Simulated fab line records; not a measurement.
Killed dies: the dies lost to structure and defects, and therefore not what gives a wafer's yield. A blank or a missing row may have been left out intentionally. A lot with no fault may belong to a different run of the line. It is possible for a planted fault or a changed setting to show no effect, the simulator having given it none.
fab line records	flow ritCmos
record lots=6	wafers=18	lastDay=6
route steps=202 shown NRETRO@63 PRETRO@64 GATE@75 FOX2@80
lots that met no fault: taken from a fault-free run of the same line
startH: hours from the record's first day to the start of the lot's first wafer shown	waitH: hours since the lot's step before	" same as the row above	L1.1+2: a single row standing in for several wafers	- no value, or no start given	* or withheld: withheld	< > ~ a bound
route shown NAME@n: names a module that has steps shown in the file, with the first one's number in the route	usual: mean/standard deviation taken from wafers without a fault	same: alike in all rows	chamber/n: place in a boat	sites: the reading at each site	_std_site: standard deviation of those values	_edge_site: mean of outer sites minus mean of inner sites	radiusMm: for every site, how far away it sits from the centre of the wafer	mask NAME#n: copy n	behind: the tool/chamber that last shaped the wafer	hold: the reason the lot was held/the length of the hold in hours/how it ended	device: the n, p or np transistor that did not switch	end of line: the route-end tests of the same wafers	step lacking rows: just its recipe	killed: not the wafer's yield, but the dies lost to structure and defects at the first sort	map: shows each die of a wafer: x if killed, . if not, _ if none is there
set.NAME: the run value of the setting; set.NAME@STEP: its run value at that earlier step	model.NAME: the simulator's own value behind a step, which no gauge read
lots seen at some steps along the route; tables by step, rows by wafer
services: when a tool's chamber went out of use (startH, in hours from the record's first day, below 0 if earlier), for how many hours, and the reason
## steps
# step RIT_NRETRO_TW_MEAS_10
# usual NRETRO_TW=1052/9.6
lot.wafer	tool	chamber	startH	waitH	NRETRO_TW
L285.1	filmMetro-02	-	31.05	0.1	1065
L285.2	"	-	"	"	1057
L285.3	"	-	"	"	1062
L296.3	filmMetro-03	-	86.66	0.1	1036
L296.4	"	-	"	"	1045
L296.5	"	-	"	"	1045
L297.1	filmMetro-02	-	93.87	0.1	1060
L297.2	"	-	"	"	1064
L297.6	"	-	"	"	1061
L298.1	filmMetro-03	-	99.33	0.1	1046
L298.3	"	-	"	"	1042
L298.5	"	-	"	"	1045
L299.2	filmMetro-02	-	103.88	0.1	1056
L299.5	"	-	"	"	1069
L299.6	"	-	"	"	1061
L302.1	filmMetro-03	-	116.97	0.1	1043
L302.3	"	-	"	"	1046
L302.4	"	-	"	"	1044
# step RIT_PRETRO_HMDS_00
# recipe primeTimeS=60	primeTempC=140
# step RIT_PRETRO_COAT_01
# recipe resist=NOVOLAK	spinRpm=2000	resistThkNm=1300
# step RIT_PRETRO_SOFTBAKE_02
# recipe resist=NOVOLAK	tempC=90	timeS=60
# step RIT_PRETRO_EXPOSE_03
# recipe maskId=M5	na=0.57	targetCdNm=43700	doseMj=250
# step RIT_PRETRO_PEB_04
# recipe resist=NOVOLAK	tempC=withheld	timeS=withheld
# step RIT_PRETRO_DEVELOP_05
# recipe resist=NOVOLAK	developTimeS=68	devTempC=23
# step RIT_PRETRO_OVL_MEAS_06
# usual PRETRO_OVL=-1.2/1.2
lot.wafer	tool	chamber	startH	waitH	PRETRO_OVL[nm]
L285.1	overlay-01	-	31.99	-	-0.8
L285.2	"	-	"	"	-1.5
L285.3	"	-	"	"	-1.5
L296.3	overlay-01	-	87.59	-	-0.3
L296.4	"	-	"	"	-1.0
L296.5	"	-	"	"	0.1
L297.1	overlay-01	-	94.93	-	-2.5
L297.2	"	-	"	"	-2.6
L297.6	"	-	"	"	-2.2
L298.1	overlay-01	-	100.27	-	-2.5
L298.3	"	-	"	"	-3.8
L298.5	"	-	"	"	-1.7
L299.2	overlay-01	-	104.81	-	1.8
L299.5	"	-	"	"	0.3
L299.6	"	-	"	"	-1.1
L302.1	overlay-02	-	118.03	-	-3.0
L302.3	"	-	"	"	-1.2
L302.4	"	-	"	"	-0.7
# step RIT_PRETRO_HARDBAKE_07
# recipe resist=NOVOLAK	tempC=140	timeS=120
# step RIT_PRETRO_IMPLANT_08
# recipe species=B	energyKev=45	doseCm2=1.2e+13	tiltDeg=7
# step RIT_PRETRO_STRIP_09
# recipe chemistry=O2	timeS=180	resist=NOVOLAK	platenTempC=withheld	powerW=500	pressureMtorr=4000	o2FlowSccm=4000
# usual drypumpMotorCurrentA=5.4/0.68
lot.wafer	tool	chamber	startH	waitH	drypumpMotorCurrentA	rfHoursCounterH
L285.1	plasmaAsher-01	1	32.42	0.1	4.8	24
L285.2	"	0	"	"	5.2	24
L285.3	"	1	"	"	4.8	-
L296.3	plasmaAsher-04	1	88.07	0.1	6.6	-
L296.4	"	0	"	"	5.0	-
L296.5	"	1	"	"	6.5	-
L297.1	plasmaAsher-04	1	95.48	0.1	6.5	46
L297.2	"	0	"	"	5.0	46
L297.6	"	0	"	"	5.0	-
L298.1	plasmaAsher-04	1	100.70	0.1	6.5	47
L298.3	"	0	"	"	5.0	-
L298.5	"	0	"	"	5.0	-
L299.2	plasmaAsher-04	0	105.24	0.1	5.0	47
L299.5	"	1	"	"	6.5	-
L299.6	"	0	"	"	5.0	-
L302.1	plasmaAsher-03	0	118.47	0.1	6.3	46
L302.3	"	1	"	"	5.1	-
L302.4	"	0	"	"	6.3	-
# step RIT_PRETRO_TW_MEAS_10
# usual PRETRO_TW=477/3.6
lot.wafer	tool	chamber	startH	waitH	PRETRO_TW
L285.1	filmMetro-02	-	32.60	0.1	480
L285.2	"	-	"	"	480
L285.3	"	-	"	"	479
L296.3	filmMetro-02	-	88.21	0.1	481
L296.4	"	-	"	"	482
L296.5	"	-	"	"	480
L297.1	filmMetro-04	-	95.65	0.1	475
L297.2	"	-	"	"	473
L297.6	"	-	"	"	472
L298.1	filmMetro-04	-	100.88	0.1	477
L298.3	"	-	"	"	476
L298.5	"	-	"	"	477
L299.2	filmMetro-02	-	105.43	0.1	480
L299.5	"	-	"	"	481
L299.6	"	-	"	"	479
L302.1	filmMetro-02	-	118.64	0.1	484
L302.3	"	-	"	"	482
L302.4	"	-	"	"	483
# step RIT_GATE_WET_ETCH_00
# recipe chemistry=BOE	target=SiO2	targetDepthNm=56	timeS=60	dry=n2Spin	dilution=10:1	tempC=21.5
# usual bathHeatDutyPct=1.6/0.35	runLengthS=88/3.2
lot.wafer	tool	chamber	startH	waitH	bathHeatDutyPct	runLengthS	model.SiO2_of_FOX2_OXIDATION_00.thkNm	model.SiO2_of_ACTIVE_OXIDATION_01.thkNm
L285.1	wetBench-02	2	32.66	0.1	2.0	86	267.4	0
L285.2	"	2	"	"	1.9	86	270	0
L285.3	"	2	"	"	1.6	86	269.7	0
L296.3	wetBench-03	2	88.25	0.0	-	-	328	41
L296.4	"	2	"	"	-	-	325.9	40.84
L296.5	"	2	"	"	-	-	323.4	41.06
L297.1	wetBench-03	1	95.71	0.1	-	-	325.9	41.44
L297.2	"	1	"	"	-	-	328.7	41.17
L297.6	"	1	"	"	-	-	326.5	40.36
L298.1	wetBench-04	0	100.94	0.1	1.9	85	261.8	0
L298.3	"	0	"	"	2.0	85	263.6	0
L298.5	"	0	"	"	1.5	85	258.8	0
L299.2	wetBench-04	1	105.48	0.0	1.3	86	268.7	0
L299.5	"	1	"	"	1.9	86	264	0
L299.6	"	1	"	"	1.7	86	269.2	0
L302.1	wetBench-03	3	118.70	0.1	1.1	87	268.5	0
L302.3	"	3	"	"	2.1	87	266.1	0
L302.4	"	3	"	"	1.0	87	264.2	0
# step RIT_GATE_CLEAN_01
# recipe chemistry=SC1	mix=3:3:50	timeS=600	tempC=75
# step RIT_GATE_CLEAN_02
# recipe chemistry=dHF	dilution=50:1	timeS=30
# step RIT_GATE_CLEAN_03
# recipe chemistry=SC2	mix=3:3:50	timeS=600	tempC=75	dry=n2Spin
# step RIT_GATE_CLEAN_04
# recipe chemistry=dHF	dilution=50:1	timeS=60	dry=n2Spin
# step RIT_FOX2_THK_MEAS_91
# recipe reads=SiO2_of_FOX2_OXIDATION_00
# usual FIELD_OXIDE_LEFT_2_THK=253/6.4
lot.wafer	tool	chamber	startH	waitH	FIELD_OXIDE_LEFT_2_THK[nm]
L285.1	filmMetro-04	-	33.25	0.0	255
L285.2	"	-	"	"	258
L285.3	"	-	"	"	258
L296.3	filmMetro-02	-	88.70	0.0	316
L296.4	"	-	"	"	314
L296.5	"	-	"	"	311
L297.1	filmMetro-04	-	96.16	0.0	314
L297.2	"	-	"	"	317
L297.6	"	-	"	"	314
L298.1	filmMetro-02	-	101.35	0.0	250
L298.3	"	-	"	"	252
L298.5	"	-	"	"	247
L299.2	filmMetro-03	-	105.91	0.0	257
L299.5	"	-	"	"	252
L299.6	"	-	"	"	257
L302.1	filmMetro-02	-	119.12	0.0	257
L302.3	"	-	"	"	254
L302.4	"	-	"	"	252
# step RIT_GATE_OXIDATION_05
# recipe tempC=900	ambient=O2	targetThkA=30	oxTimeS=270
# step RIT_GATE_ANNEAL_06
# recipe tempC=900	timeS=600	ambient=N2O
# step RIT_GATE_CVD_08
# recipe material=poly-Si	targetThkNm=250	tempC=610	precursor=SiH4	timeS=2220	pressureMtorr=300	sih4FlowSccm=100
# step RIT_GATE_HMDS_10
# recipe primeTimeS=60	primeTempC=140
# step RIT_GATE_COAT_11
# recipe resist=NOVOLAK	spinRpm=4250	resistThkNm=850
# step RIT_GATE_SOFTBAKE_12
# recipe resist=NOVOLAK	tempC=90	timeS=60
# step RIT_GATE_EXPOSE_13
# recipe maskId=M6	na=0.6	sourceShape=conventional	sigmaOuter=0.6	targetCdNm=150	doseMj=380
# step RIT_GATE_PEB_14
# recipe resist=NOVOLAK	tempC=withheld	timeS=withheld
# step RIT_GATE_DEVELOP_15
# recipe resist=NOVOLAK	developTimeS=50	devTempC=23
# step RIT_GATE_CD_MEAS_16
# recipe targetCdNm=150
# usual cdNm=150.5/2.5
lot.wafer	tool	chamber	startH	waitH	cdNm
L285.1	cdSem-02	-	37.22	-	150.7
L285.2	"	-	"	"	149.3
L285.3	"	-	"	"	148.3
L296.3	cdSem-02	-	95.14	-	146.6
L296.4	"	-	"	"	145.2
L296.5	"	-	"	"	146.3
L297.1	cdSem-01	-	101.93	-	147.2
L297.2	"	-	"	"	149.9
L297.6	"	-	"	"	153.2
L298.1	cdSem-02	-	112.26	-	146.7
L298.3	"	-	"	"	148.8
L298.5	"	-	"	"	152.7
L299.2	cdSem-01	-	112.52	-	149.8
L299.5	"	-	"	"	150.7
L299.6	"	-	"	"	152.0
L302.1	cdSem-01	-	127.30	-	151.7
L302.3	"	-	"	"	154.1
L302.4	"	-	"	"	154.1
# step RIT_GATE_OVL_MEAS_17
# usual GATE_OVL=0.0/1.4
lot.wafer	tool	chamber	startH	waitH	GATE_OVL[nm]
L285.1	overlay-01	-	37.34	0.1	-1.2
L285.2	"	-	"	"	-1.3
L285.3	"	-	"	"	-1.6
L296.3	overlay-02	-	95.23	0.1	0.6
L296.4	"	-	"	"	1.2
L296.5	"	-	"	"	0.2
L297.1	overlay-01	-	102.05	0.1	-0.7
L297.2	"	-	"	"	-0.9
L297.6	"	-	"	"	-0.7
L298.1	overlay-02	-	112.38	0.1	-0.3
L298.3	"	-	"	"	-1.1
L298.5	"	-	"	"	0.0
L299.2	overlay-01	-	112.63	0.1	-0.2
L299.5	"	-	"	"	-1.7
L299.6	"	-	"	"	-0.9
L302.1	overlay-02	-	127.42	0.1	1.5
L302.3	"	-	"	"	-0.1
L302.4	"	-	"	"	0.5
# step RIT_GATE_HARDBAKE_18
# recipe resist=NOVOLAK	tempC=140	timeS=60
# step RIT_GATE_ETCH_19
# recipe chemistry=SF6/CHF3/O2	timeS=165	SF6_flow_sccm=30	CHF3_flow_sccm=30	O2_flow_sccm=5	target=poly-Si	pressureMtorr=40	rfW=160	targetDepthA=3125	overEtchFrac=0.25	stopOn=SiO2
# usual CHF3_flow_sccm=30.00/0.085	O2_flow_sccm=5.001/0.014	drypumpMotorCurrentA=5.7/0.48	oesProductAu=0.849/0.015	throttleValvePct=10.26/0.16
lot.wafer	tool	chamber	startH	waitH	CHF3_flow_sccm	O2_flow_sccm	drypumpMotorCurrentA	oesProductAu	rfHoursCounterH	throttleValvePct	model.SiO2_of_FOX2_OXIDATION_00.thkNm
L285.1	rieSi-02	1	37.61	0.1	29.99	4.984	5.3	0.846	95	10.11	244.6
L285.2	"	0	"	"	29.99	5.014	6.0	0.865	161	10.25	247.1
L285.3	"	2	"	"	29.93	4.998	5.3	0.861	1	10.49	246.7
L296.3	rieSi-01	3	95.53	0.1	30.06	4.981	5.9	0.864	1	10.39	305.4
L296.4	"	3	"	"	30.01	4.997	5.9	0.872	-	10.39	303.2
L296.5	"	0	"	"	29.87	4.985	5.0	0.832	-	10.04	300.4
L297.1	rieSi-02	3	102.24	0.1	29.95	5.002	6.6	0.837	136	10.45	302.8
L297.2	"	1	"	"	29.89	5.012	5.3	0.861	96	10.11	305.8
L297.6	"	3	"	"	30.08	5.006	6.6	0.827	-	10.46	303.3
L298.1	rieSi-01	0	112.56	0.1	30.10	4.994	4.9	0.830	27	10.04	238.9
L298.3	"	3	"	"	29.89	5.002	5.9	0.856	1	10.39	240.8
L298.5	"	3	"	"	29.97	4.987	5.9	0.850	-	10.42	236.1
L299.2	rieSi-02	0	112.81	0.1	29.96	5.012	5.9	0.844	0	10.26	245.5
L299.5	"	2	"	"	30.09	4.993	5.3	0.836	-	10.48	240.8
L299.6	"	1	"	"	30.18	5.028	5.3	0.854	-	10.09	246.3
L302.1	rieSi-01	2	127.61	0.1	30.08	4.990	6.1	0.869	37	10.24	245.6
L302.3	"	0	"	"	30.04	4.989	4.9	0.823	28	10.06	243
L302.4	"	2	"	"	30.10	4.969	6.1	0.872	-	10.24	241.3
# step RIT_GATE_STRIP_20
# recipe chemistry=O2	timeS=180	resist=NOVOLAK	platenTempC=withheld	powerW=500	pressureMtorr=4000	o2FlowSccm=4000
# usual drypumpMotorCurrentA=5.5/0.64
lot.wafer	tool	chamber	startH	waitH	drypumpMotorCurrentA	rfHoursCounterH
L285.1	plasmaAsher-01	0	37.72	0.1	5.2	24
L285.2	"	1	"	"	4.8	24
L285.3	"	1	"	"	4.8	-
L296.3	plasmaAsher-01	0	95.70	0.1	5.2	-
L296.4	"	1	"	"	4.8	-
L296.5	"	0	"	"	5.2	-
L297.1	plasmaAsher-04	0	102.35	0.1	5.0	47
L297.2	"	1	"	"	6.5	47
L297.6	"	1	"	"	6.5	-
L298.1	plasmaAsher-04	0	112.67	0.1	4.9	48
L298.3	"	0	"	"	5.0	-
L298.5	"	1	"	"	6.6	-
L299.2	plasmaAsher-01	1	112.91	0.1	4.8	32
L299.5	"	1	"	"	4.8	-
L299.6	"	0	"	"	5.2	-
L302.1	plasmaAsher-04	0	127.71	0.1	5.0	49
L302.3	"	1	"	"	6.5	-
L302.4	"	0	"	"	5.0	-
## services
tool	chamber	startH	hours	kind
rieSi-02	0	10.53	6.5	repair
plasmaAsher-03	-	11.19	8.2	pm
plasmaAsher-04	-	39.45	0.6	repair
rieSi-02	0	59.15	-	clean
rieSi-02	0	59.15	15.0	scheduledDown
rieSi-02	0	59.15	15.0	ventCycle
plasmaAsher-01	-	73.99	2.6	repair
rieSi-01	1	74.11	64.8	repair
wetBench-02	-	99.21	6.7	repair
plasmaAsher-03	-	111.94	2.0	repair
## key
firstSign step=RIT_GATE_WET_ETCH_00	reading=toolRecord	direction=missing
effect step=RIT_FOX2_THK_MEAS_91	reading=FIELD_OXIDE_LEFT_2_THK	direction=up	sigmas=9.6	usual=253	struck=314
modelEffect step=RIT_GATE_WET_ETCH_00	value=SiO2_of_FOX2_OXIDATION_00.thkNm	without=270.3	struck=326.4
modelEffect step=RIT_GATE_ETCH_19	value=SiO2_of_FOX2_OXIDATION_00.thkNm	without=247.4	struck=303.5
metAt RIT_GATE_WET_ETCH_00
struckWafers L296.3,L296.4,L296.5,L297.1,L297.2,L297.6
laterRowsLeftOut L296.3,L296.4,L296.5,L297.1,L297.2,L297.6
sortLeftOut L296.3,L296.4,L296.5,L297.1,L297.2,L297.6
testerLeftOut L296,L297
fault kind=skippedStepWhole	tool=wetBench-03	chamber=-	onsetH=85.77	steps=RIT_GATE_WET_ETCH_00	scope=struckLotsOnly
# testerLeftOut: of these lots the tester's yield and bins aren't shown, on N5 and GAA mostly nor the transistor test; their killed dies are dies lost to structure and defects alone, not to doping, threshold or leakage, so they don't give the yield
# sortLeftOut: the simulated sort isn't trusted on such a fault, so these wafers' sort isn't shown, and their yield isn't known
# laterRowsLeftOut: the simulator's readings of these wafers behind a module that went badly wrong aren't trusted and aren't shown, but for the sort
